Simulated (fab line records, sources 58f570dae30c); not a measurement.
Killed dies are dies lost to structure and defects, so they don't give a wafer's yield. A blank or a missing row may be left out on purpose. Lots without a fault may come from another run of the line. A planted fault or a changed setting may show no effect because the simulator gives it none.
Which tool did it? | flow berkeley_cmos170 | 14 lots, 42 wafers sampled, at 6 steps of a route of 331

WHAT THE GAUGES READ, wafer by wafer
UCB170_SACOX_THK_MEAS_02. Usual: SACOX_OXIDE_THK 14.47 nm, standard deviation 0.29.
lot  | measured    | on            | SACOX_OXIDE_THK (nm) | flag
L576 | day 5 01:52 | film_metro-04 | 14.63 14.82 14.73    |
L578 | day 5 11:46 | film_metro-03 | 14.38 14.17 14.33    |
L580 | day 5 19:26 | film_metro-01 | 14.20 14.29 14.50    |
L581 | day 6 05:32 | film_metro-04 | 14.28 14.42 14.27    |
L582 | day 6 22:15 | film_metro-03 | 14.44 14.24 14.40    |
L584 | day 6 22:15 | film_metro-04 | 14.48 14.58 14.43    |
L589 | day 7 22:43 | film_metro-03 | 14.87 14.91 14.80    |
L590 | day 8 14:25 | film_metro-03 | 14.49 14.76 14.45    |
L591 | day 8 14:25 | film_metro-01 | 14.43 14.23 14.27    |
L592 | day 8 14:26 | film_metro-04 | 14.76 15.07 14.84    |
L594 | day 8 23:49 | film_metro-03 | 14.52 14.86 14.50    |
L595 | day 8 23:49 | film_metro-01 | 14.01 14.05 13.95    |
L597 | day 9 12:55 | film_metro-03 | 14.05 14.10 14.32    |
L598 | day 9 22:32 | film_metro-03 | 14.64 14.43 14.24    |

UCB170_NLDD_TW_MEAS_11. Usual: NLDD_TW 2211, standard deviation 15.
lot  | measured     | on            | NLDD_TW        | flag
L576 | day 6 03:41  | film_metro-01 | 2219 2224 2243 |
L578 | day 6 11:25  | film_metro-03 | 2224 2218 2222 |
L580 | day 6 22:03  | film_metro-01 | 2218 2227 2243 |
L581 | day 7 16:10  | film_metro-03 | 2225 2235 2231 |
L582 | day 8 05:37  | film_metro-02 | 2201 2206 2191 |
L584 | day 8 05:59  | film_metro-03 | 2200 2201 2201 |
L589 | day 9 03:51  | film_metro-02 | 2126 2134 2133 | OFF
L590 | day 10 00:57 | film_metro-03 | 2138 2143 2141 | OFF
L591 | day 10 01:13 | film_metro-03 | 2200 2212 2205 |
L592 | day 10 01:38 | film_metro-03 | 2201 2209 2202 |
L594 | day 10 08:31 | film_metro-03 | 2211 2211 2201 |
L595 | day 10 07:53 | film_metro-02 | 2199 2200 2188 |
L597 | day 10 19:57 | film_metro-03 | 2213 2203 2209 |
L598 | day 11 03:41 | film_metro-03 | 2212 2209 2210 |

UCB170_SDANNEAL_RS_MEAS_05: measures by four-point-probe. Usual: NLDD_RS 615.9 ohm/sq, standard deviation 1.6.
lot  | measured     | on            | NLDD_RS (ohm/sq)  | flag
L576 | day 6 15:17  | film_metro-01 | 617.0 614.8 615.6 |
L578 | day 6 23:46  | film_metro-03 | 614.4 616.9 615.7 |
L580 | day 7 08:47  | film_metro-01 | 612.7 613.3 612.5 |
L581 | day 8 03:43  | film_metro-03 | 616.1 614.8 617.5 |
L582 | day 8 17:23  | film_metro-02 | 617.5 618.1 618.8 |
L584 | day 8 17:02  | film_metro-03 | 615.2 613.6 615.2 |
L589 | day 9 14:13  | film_metro-03 | 607.1 606.6 607.3 | OFF
L590 | day 10 14:35 | film_metro-01 | 606.4 606.6 604.7 | OFF
L591 | day 10 14:25 | film_metro-02 | 616.5 616.8 617.6 |
L592 | day 10 14:01 | film_metro-01 | 615.5 615.5 616.3 |
L594 | day 10 19:55 | film_metro-01 | 616.7 617.7 617.7 |
L595 | day 10 19:31 | film_metro-03 | 614.2 615.1 614.1 |
L597 | day 11 05:42 | film_metro-02 | 617.8 618.0 618.2 |
L598 | day 11 14:18 | film_metro-01 | 616.7 616.0 615.7 |

UCB170_V2_THK_MEAS_04. Usual: V2_POLISHED_THK 999.8 nm, standard deviation 1.4.
lot  | measured     | on            | V2_POLISHED_THK (nm) | flag
L576 | day 7 11:55  | film_metro-01 | 998.1 997.2 997.1    |
L578 | day 7 19:46  | film_metro-01 | 1000.5 1002.0 1001.8 |
L580 | day 8 05:39  | film_metro-03 | 999.1 999.3 998.4    |
L581 | day 9 00:59  | film_metro-03 | 999.7 999.9 999.0    |
L582 | day 9 14:10  | film_metro-04 | 1000.1 999.6 998.9   |
L584 | day 9 13:37  | film_metro-01 | 1000.0 999.8 1000.3  |
L589 | day 10 11:29 | film_metro-04 | 1001.2 999.0 998.5   |
L590 | day 11 09:22 | film_metro-04 | 999.2 999.1 1000.1   |
L591 | day 11 12:18 | film_metro-01 | 1000.3 997.4 998.9   |
L592 | day 11 09:31 | film_metro-01 | 1001.4 1002.2 1000.5 |
L594 | day 11 18:50 | film_metro-03 | 1001.6 1002.0 1002.0 |
L595 | day 11 19:19 | film_metro-03 | 1001.8 998.9 1002.3  |
L597 | day 12 04:21 | film_metro-01 | 1000.4 1002.0 1002.0 |
L598 | day 12 10:13 | film_metro-01 | 997.7 999.7 1000.7   |

WHICH TOOL RAN EACH LOT (tool, then ch and the chambers of the sampled wafers, then the start)
lot  | UCB170_NLDD_IMPLANT_09          | UCB170_V1_ETCH_14
L576 | implanter-01 ch 0, day 6 03:27  | rie_diel-04 ch 2,3, day 7 07:17
L578 | implanter-03 ch 0, day 6 11:11  | rie_diel-04 ch 0,1,3, day 7 15:28
L580 | implanter-03 ch 0, day 6 21:48  | rie_diel-03 ch 0,1,3, day 8 00:16
L581 | implanter-03 ch 0, day 7 15:55  | rie_diel-02 ch 1,2, day 8 21:04
L582 | implanter-03 ch 0, day 8 05:23  | rie_diel-03 ch 0,1,2, day 9 09:40
L584 | implanter-01 ch 0, day 8 05:45  | rie_diel-02 ch 0,3, day 9 09:11
L589 | implanter-01 ch 0, day 9 03:37  | rie_diel-03 ch 0,1,2, day 10 06:02
L590 | implanter-01 ch 0, day 10 00:42 | rie_diel-02 ch 0,1,3, day 11 05:39
L591 | implanter-02 ch 0, day 10 00:58 | rie_diel-03 ch 1,2, day 11 06:08
L592 | implanter-03 ch 0, day 10 01:25 | rie_diel-04 ch 2,3, day 11 05:54
L594 | implanter-03 ch 0, day 10 08:16 | rie_diel-04 ch 0,2,3, day 11 14:48
L595 | implanter-02 ch 0, day 10 07:38 | rie_diel-03 ch 1,3, day 11 14:55
L597 | implanter-03 ch 0, day 10 19:42 | rie_diel-03 ch 1,2,3, day 11 22:44
L598 | implanter-02 ch 0, day 11 03:27 | rie_diel-02 ch 1,2,3, day 12 04:49
- UCB170_NLDD_IMPLANT_09
- UCB170_V1_ETCH_14: etches SiO2 in CHF3/CF4/Ar, stops on Al, target depth 1250 nm, time 291 s.

WHAT THE TOOLS THEMSELVES READ (means of the sampled wafers that have a number; where no wafer has one, the mark that the record gives instead)
UCB170_NLDD_IMPLANT_09. Usual: beam_energy_keV 30.002, standard deviation 0.0085; beam_on_s 9.99 s, standard deviation 0.18; dose_ions_cm2 5.001e+13, standard deviation 5.6e+10.
lot  | tool         | beam_energy_keV | beam_on_s (s) | dose_ions_cm2 | flag
L576 | implanter-01 | 29.997          | 9.94          | 5.002e+13     |
L578 | implanter-03 | 30.013          | 10.01         | 5.003e+13     |
L580 | implanter-03 | 30.002          | 10.05         | 5.005e+13     |
L581 | implanter-03 | 30.003          | 10.01         | 5.008e+13     |
L582 | implanter-03 | 30.001          | 10.20         | 5.007e+13     |
L584 | implanter-01 | 30.001          | 9.91          | 5.001e+13     |
L589 | implanter-01 | 24.198          | 10.08         | 5.008e+13     | OFF
L590 | implanter-01 | 24.200          | 9.92          | 4.997e+13     | OFF
L591 | implanter-02 | 29.998          | 10.02         | 4.999e+13     |
L592 | implanter-03 | 29.996          | 9.90          | 4.998e+13     |
L594 | implanter-03 | 30.002          | 9.97          | 4.997e+13     |
L595 | implanter-02 | 30.006          | 9.87          | 5.004e+13     |
L597 | implanter-03 | 30.005          | 10.03         | 4.993e+13     |
L598 | implanter-02 | 30.007          | 10.11         | 5.003e+13     |

UCB170_V1_ETCH_14. Usual: CHF3_flow_sccm 45.00 sccm, standard deviation 0.14; drypump_motor_current_A 5.8 A, standard deviation 0.47; oes_product_au 0.875 a.u., standard deviation 0.012; throttle_valve_pct 6.92 %, standard deviation 0.15.
lot  | tool        | CHF3_flow_sccm (sccm) | drypump_motor_current_A (A) | oes_product_au (a.u.) | throttle_valve_pct (%) | flag
L576 | rie_diel-04 | 45.13                 | 5.7                         | 0.879                 | 7.06                   |
L578 | rie_diel-04 | 45.02                 | 6.1                         | 0.873                 | 6.94                   |
L580 | rie_diel-03 | 44.94                 | 6.0                         | 0.877                 | 6.83                   |
L581 | rie_diel-02 | 44.90                 | 5.4                         | 0.890                 | 6.87                   |
L582 | rie_diel-03 | 44.93                 | 5.5                         | 0.880                 | 6.89                   |
L584 | rie_diel-02 | 45.04                 | 5.9                         | 0.869                 | 7.12                   |
L589 | rie_diel-03 | 45.01                 | 5.5                         | 0.876                 | 6.89                   |
L590 | rie_diel-02 | 45.13                 | 5.9                         | 0.865                 | 6.98                   |
L591 | rie_diel-03 | 44.97                 | 5.5                         | 0.884                 | 6.83                   |
L592 | rie_diel-04 | 45.01                 | 5.7                         | 0.873                 | 7.05                   |
L594 | rie_diel-04 | 44.86                 | 5.9                         | 0.876                 | 7.03                   |
L595 | rie_diel-03 | 44.96                 | 6.2                         | 0.871                 | 6.76                   |
L597 | rie_diel-03 | 45.19                 | 5.7                         | 0.871                 | 6.82                   |
L598 | rie_diel-02 | 44.95                 | 5.5                         | 0.880                 | 7.00                   |

THE ANSWER, worked out from the rows above alone
Rule: a lot is off if the mean of its wafers that have a number lies more than 3 standard deviations from the usual mean. A lot without any number at a reading at which 4 lots or more have one is off too. The other lots that the step has rows for count as sound. The gauges are gone through in route order, then the tools' own readings, and for those a lot's mean is taken as printed above. The first step at which some lot is off is used, and at that step the reading that is off furthest; a lot without a number counts as furthest.
Off: L589, L590, at UCB170_NLDD_TW_MEAS_11 (NLDD_TW).
A tool fits if, at a process step before that reading, it ran every lot that is off, and no sound lot after the first of them. The gauges at UCB170_NLDD_TW_MEAS_11 aren't tried: what is off there is off at UCB170_NLDD_IMPLANT_09 too, on other tools, and a gauge's error can't cause that. One fits: implanter-01 at UCB170_NLDD_IMPLANT_09. Its last sound lot is L584 (day 8 05:45), its first lot that is off L589 (day 9 03:37): a fault that began between those two fits.
The tool's own readings at UCB170_NLDD_IMPLANT_09 bear it out: on the lots that are off they differ by more than 5 times the standard deviation of the sound lots' means. beam_energy_keV reads 24.199 there against 30.003 on the sound lots.

WHAT THE SIMULATOR HAD PUT IN
Process parameter drift: implanter-01, from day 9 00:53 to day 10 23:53, at UCB170_NLDD_IMPLANT_09. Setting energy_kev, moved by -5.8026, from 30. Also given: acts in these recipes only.
Lots struck among those shown: L589, L590. The rule above found the same.
